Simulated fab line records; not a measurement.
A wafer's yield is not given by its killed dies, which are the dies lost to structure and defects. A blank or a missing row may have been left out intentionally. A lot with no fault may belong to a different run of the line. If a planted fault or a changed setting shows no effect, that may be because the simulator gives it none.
Comparing a struck lot with a sound one | flow rit-cmos | 17 steps out of a route of 202
Sound: wafers L203.1, L203.2, L203.6. Wafers struck: L209.1, L209.5, L209.6. The cause comes at the end.
For every step that has rows: the tool of each side, followed by ch and its chambers, followed by its first start. Under that, the readings that differ: sound wafers | struck wafers | difference of the means | sigmas: that difference in standard deviations of wafers without a fault.
alike: readings whose means differ by less than 2 such deviations, and words and numbers that are the same on both sides. not compared: withheld readings, readings that some wafer has no value for, bounds like >300 that may hide the same value, and numbers for which the record gives no deviation and whose values overlap.
A row with sigmas, a row that says differs or no value, or rows on one side alone: a step with any of these is where the two part. Non-overlapping numbers with no deviation appear without sigmas and do not part them. A reading that every wafer of one side lacks parts them only if that side has two wafers or more.

first, 1 step without rows for these wafers: RIT_PSD_IMPLANT_08.
RIT_PSD_STRIP_09: strips in O2, time 180 s.
  sound on plasma-asher-02 ch 0,1, day 4 11:13; struck on plasma-asher-02 ch 0,1, day 5 19:45
  alike: drypump-motor-current-A, rf-refl-power-W
  not compared: rf-hours-counter-h
RIT_PSD_TW_MEAS_10:
  sound: film-metro-02 at day 4 11:24; struck: film-metro-04 at day 5 19:56
  alike: PSD_TW
then, 3 steps without rows for these wafers: RIT_SDANNEAL_CLEAN_00 (cleans in SC1, time 600 s); RIT_SDANNEAL_CLEAN_01 (cleans in dHF, time 30 s); RIT_SDANNEAL_CLEAN_02 (cleans in SC2, time 600 s).
RIT_SDANNEAL_RTA_03: time 5 s.
  sound on rtp-anneal-01 ch 0, day 4 11:52; struck on rtp-anneal-01 ch 0, day 5 20:22
  alike: ramp-down-c-per-s, wafer_temp_C_max
RIT_SDANNEAL_RS_MEAS_04: measures by four-point-probe.
  sound: film-metro-04 at day 4 11:55; struck: film-metro-04 at day 5 20:25
  alike: PSD_RS
RIT_SDANNEAL_RS_MEAS_05: measures by four-point-probe.
  sound: film-metro-04 at day 4 12:02; struck: film-metro-04 at day 5 20:32
  alike: NSD_RS
RIT_SDANNEAL_RS_MEAS_06: measures by four-point-probe.
  sound: film-metro-04 at day 4 12:10; struck: film-metro-04 at day 5 20:39
  alike: PLDD_RS
RIT_SDANNEAL_RS_MEAS_07: measures by four-point-probe.
  sound: film-metro-04 at day 4 12:17; struck: film-metro-04 at day 5 20:46
  alike: NLDD_RS
then, 1 step without rows for these wafers: RIT_SILICIDE_WET_ETCH_00 (etches SiO2 in BOE, target depth 14 nm, time 15 s).
RIT_SILICIDE_SPUTTER_01: material Ti, target thk 30 nm, time 240 s.
  sound: pvd-sputter-04 at day 4 12:25; struck: pvd-sputter-04 at day 5 20:55
  alike: throttle-valve-pct
RIT_SILICIDE_RS_MEAS_02: measures by four-point-probe.
  sound: film-metro-01 at day 4 12:34; struck: film-metro-04 at day 5 21:04
  reading                 | sound          | struck         | difference | sigmas
  SILICIDE_TI_RS (ohm/sq) | 47.1 47.1 47.8 | 66.0 66.0 66.5 | +18.8      | +37
RIT_SILICIDE_THK_MEAS_03: measures by xrf.
  sound: film-metro-01 at day 4 12:41; struck: film-metro-04 at day 5 21:11
  reading              | sound             | struck            | difference | sigmas
  SILICIDE_TI_THK (nm) | 30.41 30.34 30.06 | 25.01 25.00 24.90 | -5.30      | -20
RIT_SILICIDE_RTA_04: time 10 s, ramp up 5 s, ramp down 5 s.
  sound on rtp-anneal-02 ch 0, day 4 12:44; struck on rtp-anneal-02 ch 0, day 5 21:14
  alike: wafer_temp_C_max
after that, 1 step had no rows for these wafers: RIT_M1_PROBE_99.

== WHERE THEY PART ==
At RIT_SILICIDE_RS_MEAS_02 first; at RIT_SILICIDE_THK_MEAS_03 last (within this record only). Later steps at which nothing parts them and some readings are alike: RIT_SILICIDE_RTA_04.

WHY: the cause the simulator had injected
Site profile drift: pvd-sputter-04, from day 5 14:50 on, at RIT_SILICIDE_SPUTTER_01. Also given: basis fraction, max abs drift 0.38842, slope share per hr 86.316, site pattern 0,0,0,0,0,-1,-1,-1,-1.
